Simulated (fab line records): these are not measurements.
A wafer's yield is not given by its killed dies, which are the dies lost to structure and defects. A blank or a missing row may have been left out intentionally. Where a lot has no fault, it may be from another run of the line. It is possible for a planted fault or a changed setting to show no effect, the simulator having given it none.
Struck lot and sound lot, side by side | flow berkeleyCmos170 | 24 out of 331 route steps
Sound: wafers L338.1, L338.2, L338.5. The struck wafers were L345.1, L345.4, L345.5. Last of all comes the cause.
Per side, at each step with rows, come the tool, then ch with its chambers, and then its first start. Under that, the readings that differ: sound wafers | struck wafers | difference of the means | sigmas: that difference in standard deviations of wafers without a fault.
alike: a reading whose means differ by less than 2 such deviations, as well as words and numbers matching on both sides. not compared: withheld readings; readings where some wafer has no value; bounds like >300 that might hide an equal value; numbers whose values overlap and for which the record gives no deviation.
A row with sigmas, a row that says differs or no value, or rows on one side alone: a step with any of these is where the two part. Numbers that don't overlap but have no deviation are shown without sigmas and don't part them. A reading missing from all wafers of one side parts the sides only when that side holds two or more wafers.

UCB170_NWELL_ETCH_13: etches Si3N4 in CH3F/Ar/O2, stops on SiO2, target depth 246.4 nm, time 154 s.
  sound on rieDiel-02 ch 0,1, day 2 11:16; struck on rieDiel-04 ch 1,3, day 3 20:04
  alike: drypumpMotorCurrentA, oesProductAu, throttleValvePct
  not compared: rfHoursCounterH
next, for these wafers, 1 step has no rows: UCB170_NWELL_IMPLANT_14.
UCB170_NWELL_STRIP_15: strips in O2.
  sound on plasmaAsher-01 ch 0,1, day 2 11:31; struck on plasmaAsher-04 ch 0,1, day 3 20:23
reading                  | sound             | struck            | difference | sigmas
stripTimeToEndpointS (s) | 17.84 17.80 17.92 | 18.06 18.06 18.11 | +0.22      | +2
  alike: drypumpMotorCurrentA, oesProductAu
  not compared: rfHoursCounterH
UCB170_NWELL_TW_MEAS_16:
  struck on filmMetro-01, day 3 20:29; sound on filmMetro-02, day 2 11:37
  alike: NWELL_TW
then, 6 steps without rows for these wafers: UCB170_NWELL_CLEAN_17 (cleans in SPM, time 600 s); UCB170_NWELL_WET_ETCH_18 (etches Si3N4 in H3PO4, time 14400 s); UCB170_NWELL_WET_ETCH_19 (etches SiO2 in BOE, time 22 s); UCB170_PWELL_CLEAN_00 (cleans in SPM, time 600 s); UCB170_PWELL_CLEAN_01 (cleans in dHF, time 60 s); UCB170_PWELL_OXIDATION_02 (target thk 26.4 nm, ox time 1260 s).
UCB170_PWELL_THK_MEAS_03:
  struck on filmMetro-03, day 4 07:01; sound on filmMetro-04, day 3 00:39
reading              | sound          | struck         | difference | sigmas
PWELL_OXIDE_THK (nm) | 25.9 25.5 25.4 | 26.8 26.9 27.1 | +1.3       | +3
then, 1 step without rows for these wafers: UCB170_PWELL_ANNEAL_04 (time 900 s).
UCB170_PWELL_CVD_05: deposits Si3N4 from SiH2Cl2/NH3, target thk 220 nm, time 3300 s.
  sound on lpcvd-02 ch 1, day 3 03:17; struck on lpcvd-02 ch 0, day 4 10:57
reading                                | sound             | struck            | difference | sigmas
pressureMtorr (mTorr)                  | 200.1 199.9 200.6 | 201.1 200.9 201.1 | +0.8       | +2
spikeTcCentreC (C)                     | 806.7 806.8 804.9 | 784.2 784.1 784.4 | -21.9      | -11
spikeTcLoadC (C)                       | 825.6 824.0 824.5 | 801.4 804.1 803.7 | -21.6      | -8
spikeTcSourceC (C)                     | 821.6 823.0 823.4 | 799.5 803.0 802.0 | -21.2      | -12
susceptorTempC (C)                     | 800.1 799.8 800.1 | 782.3 782.4 782.4 | -17.6      | -50
model.Si3N4_of_PWELL_CVD_05.thkNm (nm) | 225.8 225.2 223.4 | 161.6 161.2 160.4 | -63.7      | 
UCB170_PWELL_THK_MEAS_06:
  struck on filmMetro-04, day 4 13:50; sound on filmMetro-03, day 3 05:12
reading                | sound             | struck            | difference | sigmas
PWELL_NITRIDE_THK (nm) | 225.6 225.4 223.5 | 161.7 161.1 160.4 | -63.8      | -29
then, 6 steps without rows for these wafers: UCB170_PWELL_HMDS_07 (prime time 60 s); UCB170_PWELL_COAT_08 (resist thk 900 nm); UCB170_PWELL_SOFTBAKE_09 (time 60 s); UCB170_PWELL_EXPOSE_10 (exposes mask PWELL, target cd 3000 nm); UCB170_PWELL_PEB_11; UCB170_PWELL_DEVELOP_12 (develop time 45 s).
UCB170_PWELL_OVL_MEAS_13:
  struck on overlay-02, day 4 15:13; sound on overlay-01, day 3 06:07
  alike: PWELL_OVL
UCB170_PWELL_ETCH_14: etches Si3N4 in CH3F/Ar/O2, stops on SiO2, target depth 242 nm, time 151 s.
  sound on rieDiel-01 ch 2,3, day 3 06:08; struck on rieDiel-03 ch 0,2,3, day 4 15:14
reading                 | sound             | struck            | difference | sigmas
oesProductAu (a.u.)     | 0.935 0.985 0.974 | 0.782 0.785 0.773 | -0.185     | -12
model.etch.depthNm (nm) | 225.8 225.2 223.4 | 161.6 161.2 160.4 | -63.7      | 
  alike: drypumpMotorCurrentA, throttleValvePct
  not compared: rfHoursCounterH
next, for these wafers, 1 step has no rows: UCB170_PWELL_IMPLANT_15.
-- the record jumps here: 5 days lie between the struck wafers' starts before and after (it left off in module PWELL and takes up again in module M3, whose first step shown is number 331 of the route) --
UCB170_M3_PROBE_99:
  only the struck wafers here have rows in the record (prober-01, day 9 18:57); the sound ones have none

WHERE THEY PART
Earliest at UCB170_NWELL_STRIP_15; latest, in this record, at UCB170_M3_PROBE_99.

WHY: what the simulator had put in
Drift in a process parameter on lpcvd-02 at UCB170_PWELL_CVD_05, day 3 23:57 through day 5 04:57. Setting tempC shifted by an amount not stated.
